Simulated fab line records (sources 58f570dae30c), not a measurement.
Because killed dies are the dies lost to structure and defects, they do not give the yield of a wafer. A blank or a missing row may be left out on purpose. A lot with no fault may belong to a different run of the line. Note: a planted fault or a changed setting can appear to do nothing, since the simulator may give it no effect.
2 desks, one fault -- flow berkeley_cmos170 -- only its own numbers are on each desk; what lay behind them is given at the end

## TOOL OWNER'S DESK, rie_diel-03
The tool's own readings at UCB170_SPACER_ETCHBACK_03 (etches SiO2 in CHF3/CF4/Ar, stops on Si, target depth 376 nm, time 100 s): means of the sampled wafers that have a number, for each lot that ran on this tool. If a lot's mean is further than 4 standard deviations from the usual mean, the lot is out of limits and carries the mark OUT (the distance appears in the brackets).
Columns: A = drypump_motor_current_A at UCB170_SPACER_ETCHBACK_03, usual 5.8 A; B = oes_product_au at UCB170_SPACER_ETCHBACK_03, usual 0.901 a.u.; C = rf_fwd_power_W at UCB170_SPACER_ETCHBACK_03, usual 497.1 W; D = run_length_s at UCB170_SPACER_ETCHBACK_03, usual 128.5 s; E = throttle_valve_pct at UCB170_SPACER_ETCHBACK_03, usual 6.48 %
lot,first seen here,A,B,C,D,E
L163,day 5 22:24,6.1,0.900,496.2,128.4,6.58
L169,day 7 01:12,6.1,0.894,498.9,128.5,6.59
L173,day 8 02:43,6.0,0.753 (-8.7) OUT,496.9,156.4 (+70) OUT,6.57
L175,day 8 12:25,6.3,0.758 (-8.4) OUT,496.8,156.5 (+70) OUT,6.61
This desk finds L173, L175 out of limits, L173 being first, at day 8 02:43 (oes_product_au at UCB170_SPACER_ETCHBACK_03). L163, L169: within limits.

## AT THE METROLOGY DESK
What the gauges read, lot by lot, whatever tool the lot ran on: means of the sampled wafers that have a number. If a lot's mean is further than 4 standard deviations from the usual mean, the lot is out of limits and carries the mark OUT (the distance appears in the brackets).
Columns: A = SCREENOX_OXIDE_THK at UCB170_SCREENOX_THK_MEAS_02, usual 14.38 nm; B = cd_nm at UCB170_PSD_CD_MEAS_06, usual 1200.2 nm
lot,first seen here,A,B
L163,day 4 23:19,14.41,1202.0
L164,day 5 08:11,14.52,1201.8
L165,day 5 20:20,14.40,1199.8
L166,day 5 20:20,14.51,1201.5
L169,day 6 01:39,14.36,1200.0
L173,day 7 01:28,14.40,1198.0
L174,day 7 08:21,14.82,1197.7
L175,day 7 08:25,14.37,1200.7
L178,day 8 01:06,14.33,1199.2
L177,day 8 01:07,14.82,1199.6
L179,day 8 11:45,14.63,1200.1
L181,day 9 00:07,14.21,1200.9
L182,day 9 08:00,14.58,1200.8
L184,day 9 14:02,14.01,1199.6
Finding of this desk: none of the 14 lots has anything out of limits.

## ALL TOGETHER
On L173, L175, at day 8 02:43, an alarm was possible from the tool owner's desk.
The metrology desk saw nothing out of limits.
The metrology desk has L173, L175 on record, within its limits.
Every lot named ran UCB170_SPACER_ETCHBACK_03 on rie_diel-03.

## WHAT THE SIMULATOR PUT IN
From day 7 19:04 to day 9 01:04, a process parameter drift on rie_diel-03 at UCB170_SPACER_ETCHBACK_03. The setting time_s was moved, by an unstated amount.
Struck lots among those shown: L173, L175.
How many hours passed from the start of the fault until each desk's first out-of-limits reading: the tool owner's desk, 8.
